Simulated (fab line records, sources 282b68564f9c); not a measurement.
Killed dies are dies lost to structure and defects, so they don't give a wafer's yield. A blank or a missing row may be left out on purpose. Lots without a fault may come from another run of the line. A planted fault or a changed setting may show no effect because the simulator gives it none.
Tool commonality check | flow rit_cmos | 14 lots, 42 wafers sampled

WHY IT WAS OPENED
At RIT_NLDD_TW_MEAS_10 the reading NLDD_TW is flagged on 2 of 14 lots. Wafers without a fault read 2472, standard deviation 12.
Rule: a lot is flagged when every wafer of it that has a number lies more than 4 standard deviations from that mean, or none has a number. The other lots count as sound.

lot  | measured    | on            | NLDD_TW, wafer by wafer | flag
L194 | day 3 13:01 | film_metro-03 | 2455 2455 2475          |
L195 | day 3 13:15 | film_metro-04 | 2440 2441 2448          |
L196 | day 3 22:52 | film_metro-03 | 2457 2470 2461          |
L197 | day 4 03:01 | film_metro-01 | 2484 2490 2496          |
L198 | day 4 08:23 | film_metro-04 | 2469 2465 2458          |
L202 | day 5 02:55 | film_metro-04 | 2469 2457 2464          |
L205 | day 5 15:56 | film_metro-03 | 2082 2085 2086          | FLAGGED
L206 | day 5 22:07 | film_metro-03 | 2091 2092 2080          | FLAGGED
L209 | day 6 11:16 | film_metro-03 | 2451 2467 2471          |
L211 | day 6 15:13 | film_metro-03 | 2464 2475 2455          |
L213 | day 7 04:37 | film_metro-01 | 2486 2499 2490          |
L214 | day 7 12:38 | film_metro-03 | 2471 2484 2462          |
L215 | day 7 21:53 | film_metro-03 | 2471 2485 2483          |
L216 | day 7 22:00 | film_metro-01 | 2470 2466 2488          |
The numbers of the flagged lots are 2086 on average: -386 against the usual, or -32 standard deviations.

WHICH TOOL RAN EACH LOT
The record holds 1 process step before the reading, out of a route of 202 steps. In each cell: the tool, then ch and the chambers that the sampled wafers went through, then the start.
lot  | flag    | RIT_NLDD_IMPLANT_08
L194 |         | implanter-04 ch 0, day 3 12:44
L195 |         | implanter-03 ch 0, day 3 12:58
L196 |         | implanter-03 ch 0, day 3 22:32
L197 |         | implanter-03 ch 0, day 4 02:43
L198 |         | implanter-01 ch 0, day 4 08:04
L202 |         | implanter-04 ch 0, day 5 02:37
L205 | FLAGGED | implanter-04 ch 0, day 5 15:37
L206 | FLAGGED | implanter-04 ch 0, day 5 21:49
L209 |         | implanter-01 ch 0, day 6 10:57
L211 |         | implanter-01 ch 0, day 6 14:54
L213 |         | implanter-01 ch 0, day 7 04:18
L214 |         | implanter-03 ch 0, day 7 12:20
L215 |         | implanter-01 ch 0, day 7 21:34
L216 |         | implanter-03 ch 0, day 7 21:41
What these steps do:
- RIT_NLDD_IMPLANT_08
- RIT_NLDD_TW_MEAS_10

FLAGGED OVER TOTAL, TOOL BY TOOL (the gauges that took the reading come last)
step                | tool          | lots run | flagged | share of the flagged lots | sound lots run after its first flagged lot
RIT_NLDD_IMPLANT_08 | implanter-01  | 5        | 0       | none                      | -
RIT_NLDD_IMPLANT_08 | implanter-03  | 5        | 0       | none                      | -
RIT_NLDD_IMPLANT_08 | implanter-04  | 4        | 2       | all                       | 0
RIT_NLDD_TW_MEAS_10 | film_metro-01 | 3        | 0       | none                      | -
RIT_NLDD_TW_MEAS_10 | film_metro-03 | 8        | 2       | all                       | 4 (L209,L211,L214,L215)
RIT_NLDD_TW_MEAS_10 | film_metro-04 | 3        | 0       | none                      | -

WHAT THE TABLE ALLOWS
2 rows of the table ran every flagged lot: implanter-04 at RIT_NLDD_IMPLANT_08, film_metro-03 at RIT_NLDD_TW_MEAS_10.
- implanter-04 at RIT_NLDD_IMPLANT_08: 2 of its 4 lots flagged. Its last sound lot is L202 (day 5 02:37), its first flagged lot L205 (day 5 15:37): a fault that began between those two fits. Its own readings lie more than 4 standard deviations out on every wafer of the flagged lots: dose_ions_cm2, faraday_current_uA.
- film_metro-03 at RIT_NLDD_TW_MEAS_10: 2 of its 8 lots flagged. Sound lots ran on it after the first flagged one (L209, L211, L214, L215), which a lasting fault on the whole tool wouldn't allow.
One tool is left: implanter-04 at RIT_NLDD_IMPLANT_08.

WHAT THE SIMULATOR HAD PUT IN
Process parameter drift: implanter-04, from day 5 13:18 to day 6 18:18, at RIT_NLDD_IMPLANT_08. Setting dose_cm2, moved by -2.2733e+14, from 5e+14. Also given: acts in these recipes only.
Lots struck among those shown: L205, L206. The rule above found the same.
